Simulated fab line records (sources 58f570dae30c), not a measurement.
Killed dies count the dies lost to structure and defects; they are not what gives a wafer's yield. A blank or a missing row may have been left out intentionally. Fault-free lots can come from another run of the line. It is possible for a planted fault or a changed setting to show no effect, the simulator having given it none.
Chamber matching / flow berkeley_cmos170 / UCB170_V2_ETCH_14 on rie_diel-02: 4 sister chambers
The step etches SiO2 in CHF3/CF4/Ar, stops on Al, target depth 1250 nm, time 291 s. 8 wafers are shown with their chamber, then 8 later ones without.

## WAFERS, EACH WITH ITS CHAMBER
wafer=L888.3; chamber=1; throttle_valve_pct (%)=7.07; oes_product_au (a.u.)=0.890
wafer=L888.5; chamber=2; throttle_valve_pct (%)=6.81; oes_product_au (a.u.)=0.880
wafer=L891.6; chamber=1; throttle_valve_pct (%)=7.06; oes_product_au (a.u.)=0.889
wafer=L893.1; chamber=2; throttle_valve_pct (%)=6.81; oes_product_au (a.u.)=0.878
wafer=L893.5; chamber=0; throttle_valve_pct (%)=7.03; oes_product_au (a.u.)=0.875
wafer=L895.1; chamber=0; throttle_valve_pct (%)=7.04; oes_product_au (a.u.)=0.878
wafer=L895.6; chamber=3; throttle_valve_pct (%)=6.97; oes_product_au (a.u.)=0.872
wafer=L898.2; chamber=3; throttle_valve_pct (%)=6.96; oes_product_au (a.u.)=0.879

## WAFERS MISSING THEIR CHAMBER
wafer=L898.3; throttle_valve_pct (%)=7.03; oes_product_au (a.u.)=0.882
wafer=L898.4; throttle_valve_pct (%)=7.07; oes_product_au (a.u.)=0.879
wafer=L903.1; throttle_valve_pct (%)=6.96; oes_product_au (a.u.)=0.873
wafer=L903.3; throttle_valve_pct (%)=7.03; oes_product_au (a.u.)=0.882
wafer=L903.6; throttle_valve_pct (%)=7.05; oes_product_au (a.u.)=0.887
wafer=L908.3; throttle_valve_pct (%)=6.80; oes_product_au (a.u.)=0.881
wafer=L908.4; throttle_valve_pct (%)=6.98; oes_product_au (a.u.)=0.869
wafer=L908.5; throttle_valve_pct (%)=7.07; oes_product_au (a.u.)=0.892

## CHAMBER TAKEN BY EACH
wafer=L898.3; from the rows above=0; in truth=0
wafer=L898.4; from the rows above=can't be placed: 1 or 0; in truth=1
wafer=L903.1; from the rows above=3; in truth=3
wafer=L903.3; from the rows above=0; in truth=0
wafer=L903.6; from the rows above=can't be placed: 1 or 0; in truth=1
wafer=L908.3; from the rows above=2; in truth=2
wafer=L908.4; from the rows above=3; in truth=3
wafer=L908.5; from the rows above=1; in truth=1
Correct placement for 6 of the 8. Can't be placed from these rows: 2 (the true chamber is among the candidates in 2). 0 placed wrongly.
How it was worked out, from the rows above alone: a wafer's distance from a chamber is the root of the sum, over the readings, of the square of ((its reading less the chamber's mean) divided by the reading's scatter). The wafer belongs to the nearest chamber; if the next one is less than 2 further off, it can't be placed. For every chamber, the mean is computed from those of its wafers that are shown. The scatter is the square root of a quotient: the sum, over the shown wafers, of each reading's squared deviation from its chamber's mean, divided by wafers minus chambers.
